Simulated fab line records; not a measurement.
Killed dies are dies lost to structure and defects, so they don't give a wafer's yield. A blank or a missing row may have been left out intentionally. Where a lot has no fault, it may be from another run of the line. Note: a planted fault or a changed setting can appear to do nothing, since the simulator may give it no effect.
Shared-tool check | flow rit_cmos | 42 wafers sampled across 14 lots

== REASON FOR OPENING ==
RIT_SDANNEAL_RS_MEAS_04, reading PSD_RS: flagged on 2 of 14 lots. Fault-free wafers read 115.9 ohm/sq, with a standard deviation of 0.36.
Rule: a lot is flagged when every wafer of it that has a number lies more than 4 standard deviations from that mean, or none has a number. The rest of the lots are taken to be sound.

lot  | measured    | on            | PSD_RS (ohm/sq), wafer by wafer | flag
L522 | day 3 04:34 | film_metro-01 | 116.1 116.5 116.4               |
L523 | day 3 06:34 | film_metro-01 | 115.8 115.6 115.9               |
L524 | day 3 10:40 | film_metro-01 | 116.0 116.5 116.4               |
L525 | day 3 16:11 | film_metro-01 | 115.9 115.9 115.9               |
L526 | day 3 20:48 | film_metro-01 | 115.7 115.7 116.0               |
L529 | day 4 13:50 | film_metro-03 | 145.1 145.2 144.9               | FLAGGED
L530 | day 4 16:43 | film_metro-02 | 115.9 115.7 115.3               |
L531 | day 4 22:08 | film_metro-02 | 143.9 144.0 144.3               | FLAGGED
L534 | day 5 17:11 | film_metro-02 | 115.7 115.8 115.4               |
L538 | day 6 10:43 | film_metro-01 | 116.0 116.1 116.0               |
L539 | day 6 15:29 | film_metro-01 | 116.2 116.3 116.7               |
L541 | day 7 01:28 | film_metro-02 | 115.9 115.9 115.9               |
L544 | day 7 14:50 | film_metro-03 | 116.2 116.1 115.7               |
L545 | day 7 20:50 | film_metro-02 | 115.6 115.4 115.6               |
On average the flagged lots' numbers are 144.6 ohm/sq, which is +28.7 ohm/sq against the usual, or +80 standard deviations.

== WHICH TOOL EACH LOT WENT THROUGH ==
The record holds 1 process step before the reading, out of a route of 202 steps. Each cell gives the tool, then ch followed by the chambers the sampled wafers passed through, then the start.
lot  | flag    | RIT_SDANNEAL_RTA_03
L522 |         | rtp_anneal-01 ch 0, day 3 04:29
L523 |         | rtp_anneal-02 ch 0, day 3 06:30
L524 |         | rtp_anneal-01 ch 0, day 3 10:35
L525 |         | rtp_anneal-02 ch 0, day 3 16:04
L526 |         | rtp_anneal-01 ch 0, day 3 20:44
L529 | FLAGGED | rtp_anneal-02 ch 0, day 4 13:47
L530 |         | rtp_anneal-01 ch 0, day 4 16:40
L531 | FLAGGED | rtp_anneal-02 ch 0, day 4 22:05
L534 |         | rtp_anneal-01 ch 0, day 5 17:07
L538 |         | rtp_anneal-01 ch 0, day 6 10:38
L539 |         | rtp_anneal-01 ch 0, day 6 15:25
L541 |         | rtp_anneal-01 ch 0, day 7 01:24
L544 |         | rtp_anneal-02 ch 0, day 7 14:46
L545 |         | rtp_anneal-01 ch 0, day 7 20:46
What is done by these steps:
- RIT_SDANNEAL_RTA_03: time 5 s.
- RIT_SDANNEAL_RS_MEAS_04: measures by four-point-probe.

== FLAGGED AGAINST TOTAL, ONE TOOL AT A TIME (gauges that did the reading follow at the end) ==
step                    | tool          | lots run | flagged | share of the flagged lots | sound lots run after its first flagged lot
RIT_SDANNEAL_RTA_03     | rtp_anneal-01 | 9        | 0       | none                      | -
RIT_SDANNEAL_RTA_03     | rtp_anneal-02 | 5        | 2       | all                       | 1 (L544)
RIT_SDANNEAL_RS_MEAS_04 | film_metro-01 | 7        | 0       | none                      | -
RIT_SDANNEAL_RS_MEAS_04 | film_metro-02 | 5        | 1       | some                      | 3 (L534,L541,L545)
RIT_SDANNEAL_RS_MEAS_04 | film_metro-03 | 2        | 1       | some                      | 1 (L544)

== WHAT IS ALLOWED BY THE TABLE ==
1 row of the table ran every flagged lot: rtp_anneal-02 at RIT_SDANNEAL_RTA_03.
- rtp_anneal-02 at RIT_SDANNEAL_RTA_03: 2 of its 5 lots flagged. After the first flagged lot (L544), sound lots still ran on it; a lasting fault on the whole tool would not permit that. Its own readings (wafer_temp_C_max) fall more than 4 standard deviations out on all wafers of the flagged lots.
There is no row in the table that ran each flagged lot and no sound lot after the first.

== WHAT WAS PUT IN BY THE SIMULATOR ==
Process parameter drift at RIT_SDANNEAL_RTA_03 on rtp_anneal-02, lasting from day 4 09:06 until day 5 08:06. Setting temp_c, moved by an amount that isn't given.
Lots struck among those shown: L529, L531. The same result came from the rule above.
